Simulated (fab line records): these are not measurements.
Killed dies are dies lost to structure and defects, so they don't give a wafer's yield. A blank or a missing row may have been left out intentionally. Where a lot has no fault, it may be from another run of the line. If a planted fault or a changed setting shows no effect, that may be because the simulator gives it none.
Which tool is to blame? | flow rit cmos | 7 lots, 21 wafers sampled, at 2 steps of a route of 202

## WHAT THE GAUGES SHOWED, per wafer
RIT_CONTACT_OVL_MEAS_09.
lot  | measured    | on         | CONTACT_OVL (nm)
L316 | day 3 13:43 | overlay-02 | -0.9 0.3 0.0
L318 | day 3 21:40 | overlay-02 | 0.9 1.5 0.6
L320 | day 4 09:07 | overlay-01 | 0.1 2.2 0.3
L322 | day 4 23:46 | overlay-01 | -1.4 -2.1 0.1
L330 | day 6 23:28 | overlay-01 | 238.0 237.1 237.7
L333 | day 7 16:01 | overlay-02 | 1.1 -0.7 -1.6
L336 | day 8 00:30 | overlay-01 | 1.5 2.1 2.7

## WHICH TOOL RAN EACH LOT (tool, then ch and the chambers of the sampled wafers, then the start)
lot  | RIT_CONTACT_EXPOSE_05
L316 | iline stepper-02 ch 0, day 3 13:04
L318 | iline stepper-02 ch 0, day 3 21:04
L320 | iline stepper-01 ch 0, day 4 08:30
L322 | iline stepper-01 ch 0, day 4 23:08
L330 | iline stepper-02 ch 0, day 6 22:50
L333 | iline stepper-01 ch 0, day 7 15:25
L336 | iline stepper-01 ch 0, day 7 23:52
- RIT_CONTACT_EXPOSE_05: exposes mask M11, target cd 1000 nm.

## THE ANSWER, worked out from the rows above alone
Rule: what is usual is taken from the lots themselves. Put in order of their means at a reading, lots are off if they are a third of the lots or fewer, leave a main group of 4 or more, and stand apart from it by a gap of 3 or more times the standard deviation of the main group's means; of several such gaps the widest counts. The tables above print the reading to a certain number of digits; a main group whose means all agree to those digits is not used. Also off: a lot with no number at a reading for which 4 or more lots have one. Any other lot the step has rows for is counted as sound.
Off: L330, at RIT_CONTACT_OVL_MEAS_09 (CONTACT_OVL). For the main group the mean is 0.4 nm and the standard deviation 1.1.
A tool fits if, at a process step before that reading, it ran every lot that is off, and no sound lot after the first of them. The gauges at RIT_CONTACT_OVL_MEAS_09 are tried like those tools. One candidate fits, namely iline stepper-02 at RIT_CONTACT_EXPOSE_05. A fault onset in the window from L318 (day 3 21:04, its last sound lot) to L330 (day 6 22:50, its first lot off) fits.

## WHAT THE SIMULATOR PUT IN
Scanner matching overlay: iline stepper-02, from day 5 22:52 on, at RIT_CONTACT_EXPOSE_05. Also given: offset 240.
Lots struck among those shown: L330. This agrees with what the rule above found.
